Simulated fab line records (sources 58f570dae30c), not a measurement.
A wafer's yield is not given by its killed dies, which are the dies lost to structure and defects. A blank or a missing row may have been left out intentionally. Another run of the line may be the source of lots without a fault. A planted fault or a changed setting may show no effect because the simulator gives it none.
A sampling plan put to the test + flow berkeley-cmos170 + one line in one fab, 30 faults in these records, each fault weighed on the records of the lots it struck
What counts as the plan is the set of the line's own looks, namely the steps on the route at which a gauge or an inspection reads a wafer and does not change it. Where struck wafers have a number at a look and the file lists that look's usual mean and standard deviation on fault-free wafers, the look can be judged. Caught: 4 or more of those standard deviations (sigma) separate the usual mean from the mean of the struck wafers at a look after the fault's first step. On the tool: the identical test, applied to the tool's own readings at the steps of the fault. Also counted as caught: the struck wafers showing another recipe, or a record that is empty for them alone.

## THE FAULTS, as the simulator had put them in
1. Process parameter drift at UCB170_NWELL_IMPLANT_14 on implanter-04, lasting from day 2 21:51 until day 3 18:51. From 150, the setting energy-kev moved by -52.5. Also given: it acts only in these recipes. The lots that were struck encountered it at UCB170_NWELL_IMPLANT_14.
2. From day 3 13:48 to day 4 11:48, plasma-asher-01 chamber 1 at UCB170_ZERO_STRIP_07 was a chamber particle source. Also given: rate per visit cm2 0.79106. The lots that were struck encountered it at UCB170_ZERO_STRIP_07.
3. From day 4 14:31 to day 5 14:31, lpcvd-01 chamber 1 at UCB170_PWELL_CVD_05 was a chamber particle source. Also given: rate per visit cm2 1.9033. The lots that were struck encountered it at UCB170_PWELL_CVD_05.
4. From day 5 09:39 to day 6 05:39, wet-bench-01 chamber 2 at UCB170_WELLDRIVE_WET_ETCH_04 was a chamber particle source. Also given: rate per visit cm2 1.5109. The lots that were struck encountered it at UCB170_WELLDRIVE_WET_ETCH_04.
5. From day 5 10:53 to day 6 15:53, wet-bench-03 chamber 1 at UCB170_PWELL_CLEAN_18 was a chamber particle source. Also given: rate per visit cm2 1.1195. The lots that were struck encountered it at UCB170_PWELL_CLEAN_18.
6. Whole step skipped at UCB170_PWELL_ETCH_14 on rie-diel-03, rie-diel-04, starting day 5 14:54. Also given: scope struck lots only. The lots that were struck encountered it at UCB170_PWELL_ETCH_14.
7. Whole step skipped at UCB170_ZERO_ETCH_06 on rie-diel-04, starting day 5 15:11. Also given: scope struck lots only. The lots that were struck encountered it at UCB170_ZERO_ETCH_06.
8. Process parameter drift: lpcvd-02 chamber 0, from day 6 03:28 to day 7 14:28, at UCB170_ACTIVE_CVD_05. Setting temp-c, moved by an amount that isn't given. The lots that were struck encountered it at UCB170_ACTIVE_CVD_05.
9. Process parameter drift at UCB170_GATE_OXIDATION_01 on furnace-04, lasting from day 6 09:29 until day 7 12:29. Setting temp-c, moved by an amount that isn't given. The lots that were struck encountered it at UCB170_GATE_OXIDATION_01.
10. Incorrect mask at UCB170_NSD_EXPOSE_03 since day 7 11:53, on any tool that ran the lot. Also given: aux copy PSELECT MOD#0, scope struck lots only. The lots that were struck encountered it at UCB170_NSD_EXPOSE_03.
11. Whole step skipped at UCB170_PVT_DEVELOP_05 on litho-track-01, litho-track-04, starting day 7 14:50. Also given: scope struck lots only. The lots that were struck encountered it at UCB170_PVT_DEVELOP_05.
12. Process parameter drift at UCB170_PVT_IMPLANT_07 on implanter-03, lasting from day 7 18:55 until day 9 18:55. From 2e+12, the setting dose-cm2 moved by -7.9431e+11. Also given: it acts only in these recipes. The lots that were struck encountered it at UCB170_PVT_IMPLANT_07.
13. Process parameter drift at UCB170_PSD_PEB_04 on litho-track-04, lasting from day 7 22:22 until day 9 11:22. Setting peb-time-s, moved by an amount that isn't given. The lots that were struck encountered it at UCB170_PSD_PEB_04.
14. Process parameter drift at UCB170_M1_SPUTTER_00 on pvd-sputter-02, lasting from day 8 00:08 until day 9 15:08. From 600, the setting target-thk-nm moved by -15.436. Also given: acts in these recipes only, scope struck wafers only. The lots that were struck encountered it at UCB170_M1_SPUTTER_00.
15. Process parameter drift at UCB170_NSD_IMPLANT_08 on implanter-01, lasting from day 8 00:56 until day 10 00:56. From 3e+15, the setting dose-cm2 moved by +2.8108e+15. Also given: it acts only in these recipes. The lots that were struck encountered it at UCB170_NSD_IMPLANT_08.
16. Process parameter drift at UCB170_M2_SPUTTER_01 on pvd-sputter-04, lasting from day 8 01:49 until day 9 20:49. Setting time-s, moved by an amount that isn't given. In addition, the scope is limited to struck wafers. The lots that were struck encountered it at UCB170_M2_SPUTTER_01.
17. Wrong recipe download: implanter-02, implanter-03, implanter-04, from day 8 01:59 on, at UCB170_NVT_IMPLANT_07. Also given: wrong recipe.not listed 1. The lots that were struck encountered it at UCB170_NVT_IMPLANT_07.
18. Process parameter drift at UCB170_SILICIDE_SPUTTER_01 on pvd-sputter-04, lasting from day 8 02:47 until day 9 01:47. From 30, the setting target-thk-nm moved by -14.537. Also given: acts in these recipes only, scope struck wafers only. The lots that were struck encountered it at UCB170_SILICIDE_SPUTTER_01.
19. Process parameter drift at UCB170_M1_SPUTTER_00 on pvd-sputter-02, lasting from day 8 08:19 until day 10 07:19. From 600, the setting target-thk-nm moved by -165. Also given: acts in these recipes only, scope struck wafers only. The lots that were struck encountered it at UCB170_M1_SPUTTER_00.
20. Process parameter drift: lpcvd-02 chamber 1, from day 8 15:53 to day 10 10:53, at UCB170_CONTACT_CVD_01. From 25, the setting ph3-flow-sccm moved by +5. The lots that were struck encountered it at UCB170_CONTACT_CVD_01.
21. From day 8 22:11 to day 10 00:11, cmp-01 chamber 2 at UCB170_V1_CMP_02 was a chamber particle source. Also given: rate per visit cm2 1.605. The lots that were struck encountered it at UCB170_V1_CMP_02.
22. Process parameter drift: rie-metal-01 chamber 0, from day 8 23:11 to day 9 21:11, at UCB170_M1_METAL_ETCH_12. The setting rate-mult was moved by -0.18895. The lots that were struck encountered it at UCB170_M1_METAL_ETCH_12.
23. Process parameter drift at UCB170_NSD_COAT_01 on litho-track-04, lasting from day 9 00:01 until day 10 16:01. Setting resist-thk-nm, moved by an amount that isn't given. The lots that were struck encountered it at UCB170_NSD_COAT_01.
24. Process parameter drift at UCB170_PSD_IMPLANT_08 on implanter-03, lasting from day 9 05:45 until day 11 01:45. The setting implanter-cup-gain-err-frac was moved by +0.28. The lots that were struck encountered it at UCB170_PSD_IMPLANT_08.
25. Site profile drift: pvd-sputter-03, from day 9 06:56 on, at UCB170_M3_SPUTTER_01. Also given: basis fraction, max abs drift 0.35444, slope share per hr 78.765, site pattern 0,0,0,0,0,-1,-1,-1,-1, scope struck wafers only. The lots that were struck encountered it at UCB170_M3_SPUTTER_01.
26. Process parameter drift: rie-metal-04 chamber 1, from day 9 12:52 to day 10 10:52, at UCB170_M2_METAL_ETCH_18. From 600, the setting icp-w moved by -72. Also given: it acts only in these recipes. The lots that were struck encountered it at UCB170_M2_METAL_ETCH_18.
27. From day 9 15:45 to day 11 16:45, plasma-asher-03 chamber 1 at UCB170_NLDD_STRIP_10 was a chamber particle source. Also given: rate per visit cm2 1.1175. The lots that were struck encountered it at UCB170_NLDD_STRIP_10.
28. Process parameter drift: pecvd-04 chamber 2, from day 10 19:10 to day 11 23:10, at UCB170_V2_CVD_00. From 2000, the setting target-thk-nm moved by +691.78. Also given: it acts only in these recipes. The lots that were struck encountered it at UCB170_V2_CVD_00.
29. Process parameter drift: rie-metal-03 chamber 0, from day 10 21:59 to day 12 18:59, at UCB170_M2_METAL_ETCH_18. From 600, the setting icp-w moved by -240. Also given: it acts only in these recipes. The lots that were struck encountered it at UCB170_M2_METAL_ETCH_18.
30. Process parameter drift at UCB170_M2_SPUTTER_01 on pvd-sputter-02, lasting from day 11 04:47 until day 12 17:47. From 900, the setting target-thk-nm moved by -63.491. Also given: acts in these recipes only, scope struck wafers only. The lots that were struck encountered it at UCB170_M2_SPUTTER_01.

## WHAT THE PLAN SAW
| fault | on the tool itself                               | first look that catches it                       | reading, sigma                                                 | median hours from its first step to that look | hours from the fault's start to the first struck lot there | judged looks passed uncaught |
|-------|--------------------------------------------------|--------------------------------------------------|----------------------------------------------------------------|-----------------------------------------------|------------------------------------------------------------|------------------------------|
| 1     | beam-energy-keV -99 or beyond sigma              | UCB170_NWELL_TW_MEAS_16                          | NWELL_TW -6.2                                                  | 0.2                                           | 3                                                          | 0                            |
| 2     | under 2 sigma                                    | not the one look that can be judged after it     | -                                                              | -                                             | -                                                          | 1                            |
| 3     | under 2 sigma                                    | not the one look that can be judged after it     | -                                                              | -                                             | -                                                          | 1                            |
| 4     | no reading that can be judged                    | none of the 2 looks that can be judged after it  | -                                                              | -                                             | -                                                          | 2                            |
| 5     | no reading that can be judged                    | not the one look that can be judged after it     | -                                                              | -                                             | -                                                          | 1                            |
| 6     | the tool's record is blank for the struck wafers | no look after it can be judged                   | -                                                              | -                                             | -                                                          | 0                            |
| 7     | the tool's record is blank for the struck wafers | no look after it can be judged                   | -                                                              | -                                             | -                                                          | 0                            |
| 8     | susceptor-temp-C -75 sigma                       | UCB170_ACTIVE_THK_MEAS_06                        | ACTIVE_NITRIDE_THK -39                                         | 1.9                                           | 5                                                          | 0                            |
| 9     | tube-center-temp-C +62 sigma                     | not the one look that can be judged after it     | strongest: GATE_OXIDE_THK at UCB170_GATE_THK_MEAS_02, +3.4     | -                                             | -                                                          | 1                            |
| 10    | under 2 sigma                                    | UCB170_NSD_TW_MEAS_10                            | NSD_TW -66                                                     | 1.0                                           | 4                                                          | 0                            |
| 11    | no reading that can be judged                    | no look after it can be judged                   | -                                                              | -                                             | -                                                          | 0                            |
| 12    | dose-ions-cm2 -99 or beyond sigma                | UCB170_PVT_TW_MEAS_09                            | PVT_TW -23                                                     | 0.2                                           | 10                                                         | 0                            |
| 13    | heater-power-total-W +54 sigma                   | UCB170_PSD_CD_MEAS_06                            | cd-nm -5.1                                                     | 0.3                                           | 8                                                          | 0                            |
| 14    | under 2 sigma                                    | none of the 10 looks that can be judged after it | strongest: M1_AL_RS at UCB170_M1_RS_MEAS_01, +2.5              | -                                             | -                                                          | 10                           |
| 15    | dose-ions-cm2 +99 or beyond sigma                | UCB170_SDANNEAL_RS_MEAS_03                       | NSD_RS -62                                                     | 1.6                                           | 10                                                         | 1                            |
| 16    | under 2 sigma                                    | UCB170_M2_RS_MEAS_02                             | M2_AL_RS -14                                                   | 0.1                                           | 3                                                          | 0                            |
| 17    | no reading that can be judged                    | UCB170_NVT_TW_MEAS_09                            | NVT_TW -35                                                     | 0.2                                           | 0                                                          | 0                            |
| 18    | under 2 sigma                                    | UCB170_SILICIDE_RS_MEAS_02                       | SILICIDE_TI_RS +99 or beyond                                   | 0.1                                           | 8                                                          | 0                            |
| 19    | under 2 sigma                                    | UCB170_M1_RS_MEAS_01                             | M1_AL_RS +31                                                   | 0.1                                           | 8                                                          | 0                            |
| 20    | ph3-flow-sccm +59 sigma                          | none of the 6 looks that can be judged after it  | strongest: CONTACT_PSG_THK at UCB170_CONTACT_THK_MEAS_02, +2.7 | -                                             | -                                                          | 6                            |
| 21    | under 2 sigma                                    | none of the 2 looks that can be judged after it  | -                                                              | -                                             | -                                                          | 2                            |
| 22    | under 2 sigma                                    | not the one look that can be judged after it     | strongest: cd-nm at UCB170_M1_CD_MEAS_90, +2.8                 | -                                             | -                                                          | 1                            |
| 23    | no reading that can be judged                    | no look after it can be judged                   | -                                                              | -                                             | -                                                          | 0                            |
| 24    | faraday-current-uA +14 sigma                     | UCB170_PSD_TW_MEAS_10                            | PSD_TW -4.9                                                    | 0.2                                           | 0                                                          | 0                            |
| 25    | under 2 sigma                                    | UCB170_M3_RS_MEAS_02                             | M3_AL_RS +22                                                   | 0.1                                           | 25                                                         | 0                            |
| 26    | under 2 sigma                                    | no look after it can be judged                   | -                                                              | -                                             | -                                                          | 0                            |
| 27    | under 2 sigma                                    | none of the 2 looks that can be judged after it  | -                                                              | -                                             | -                                                          | 2                            |
| 28    | under 2 sigma                                    | UCB170_V2_THK_MEAS_01                            | V2_TEOS_THK +26                                                | 0.2                                           | 13                                                         | 0                            |
| 29    | oes-product-au -5.6 sigma                        | UCB170_M2_CD_MEAS_90                             | cd-nm +6.4                                                     | 0.3                                           | 9                                                          | 0                            |
| 30    | under 2 sigma                                    | UCB170_M2_RS_MEAS_02                             | M2_AL_RS +8.8                                                  | 0.1                                           | 0                                                          | 0                            |
Dash: fault not caught, or number not given in these records.

Caught at a look: 15 of 30. Caught on the tool: 11 of 30. By one or the other: 19 of 30.
Caught on the tool alone: faults 6, 7, 9, 20.
Caught at a look alone: faults 10, 16, 17, 18, 19, 25, 28, 30.
Caught by neither: faults 2, 3, 4, 5, 11, 14, 21, 22, 23, 26, 27.

## THINNER SAMPLING
Were the look that catches a fault to measure just every second or every third lot (counted by lot number), the first struck lot would, at worst, be measured this late:
| fault | struck lots at that look, in order of time | every lot | every second lot | every third lot |
|-------|--------------------------------------------|-----------|------------------|-----------------|
| 1     | L510, L512                                 | 3 h       | may miss all 2   | may miss all 2  |
| 8     | L401, L400                                 | 5 h       | 5 h              | may miss all 2  |
| 10    | L536                                       | 4 h       | may miss it      | may miss it     |
| 12    | L716, L718                                 | 10 h      | may miss all 2   | may miss all 2  |
| 13    | L993, L998                                 | 8 h       | 31 h             | may miss all 2  |
| 15    | L901, L907                                 | 10 h      | may miss all 2   | may miss all 2  |
| 16    | L274, L279                                 | 3 h       | 26 h             | may miss all 2  |
| 17    | L704, L706, L707, L708                     | 0 h       | 9 h              | 9 h             |
| 18    | L521                                       | 8 h       | may miss it      | may miss it     |
| 19    | L762                                       | 8 h       | may miss it      | may miss it     |
| 24    | L138, L139, L143                           | 0 h       | 0 h              | 27 h            |
| 25    | L244, L245                                 | 25 h      | 27 h             | may miss all 2  |
| 28    | L763                                       | 13 h      | may miss it      | may miss it     |
| 29    | L649                                       | 9 h       | may miss it      | may miss it     |
| 30    | L228, L231                                 | 0 h       | 7 h              | may miss all 2  |
Hours: fault start to first struck lot measured. 4 sigma limit: tested on the pooled struck wafers, so a lone lot may be under it. Other struck lots may not be in these records.

## THE LONGEST TIMED WAY FROM STEP TO LOOK
Fault 8: a median of 1.9 hours passes between UCB170_ACTIVE_CVD_05 and UCB170_ACTIVE_THK_MEAS_06. No look between them can be judged.
